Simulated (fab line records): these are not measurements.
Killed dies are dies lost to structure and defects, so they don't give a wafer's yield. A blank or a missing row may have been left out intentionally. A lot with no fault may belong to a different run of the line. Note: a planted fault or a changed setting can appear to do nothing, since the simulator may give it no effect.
Matching of chambers ; flow berkeley-cmos170 ; UCB170_CONTACT_ETCH_17 on rie-diel-01 has 4 sister chambers
The step etches BARC in N2/H2. 14 wafers are shown with their chamber, then 7 later ones without.

== WAFERS, EACH WITH ITS CHAMBER ==
wafer;chamber;drypump-motor-current-A (A);throttle-valve-pct (%);oes-product-au (a.u.)
L853.1;1;5.0;13.43;0.969
L853.4;2;5.1;13.43;1.018
L853.6;2;5.1;13.45;1.013
L855.2;0;5.9;13.21;0.968
L855.5;2;5.1;13.44;1.017
L855.6;3;5.5;13.09;1.009
L858.3;3;5.5;13.10;1.009
L858.4;2;5.1;13.46;1.030
L858.6;2;5.1;13.45;1.028
L861.3;0;5.9;13.21;0.959
L861.4;1;5.0;13.46;0.981
L861.6;2;5.1;13.43;1.027
L862.2;3;5.6;13.12;1.011
L862.3;0;5.9;13.22;0.965

SIGNATURES, as means of the wafers listed above
reading;chamber 0;chamber 1;chamber 2;chamber 3;scatter within a chamber
drypump-motor-current-A;5.900;5.000;5.100;5.533;0.0258
throttle-valve-pct;13.2133;13.4450;13.4433;13.1033;0.0131
oes-product-au;0.96400;0.97500;1.02217;1.00967;0.00603
Rule: for a wafer and a chamber, the distance is found by dividing, reading by reading, the gap between the wafer's reading and the chamber's mean by the reading's scatter, squaring, summing and taking the root. If the next closest chamber is less than 2 further off than the closest, the wafer can't be placed; otherwise it belongs to the closest. The scatter: take each reading less its chamber's mean, square it, sum over the shown wafers, divide by the number of wafers less the number of chambers, and take the root.

== WAFERS MISSING THEIR CHAMBER ==
wafer;drypump-motor-current-A (A);throttle-valve-pct (%);oes-product-au (a.u.)
L862.4;5.1;13.45;1.031
L865.1;5.0;13.43;0.982
L865.4;5.6;13.11;1.016
L865.5;5.9;13.22;0.959
L870.2;5.0;13.45;1.021
L870.4;5.5;13.09;0.992
L870.6;5.9;13.21;0.961

== EACH ONE'S CHAMBER ==
wafer;from the rows above;in truth
L862.4;2;2
L865.1;1;1
L865.4;3;3
L865.5;0;0
L870.2;2;2
L870.4;3;3
L870.6;0;0
Correct placement for 7 of the 7. From these rows, 0 cannot be placed. 0 placed wrongly.
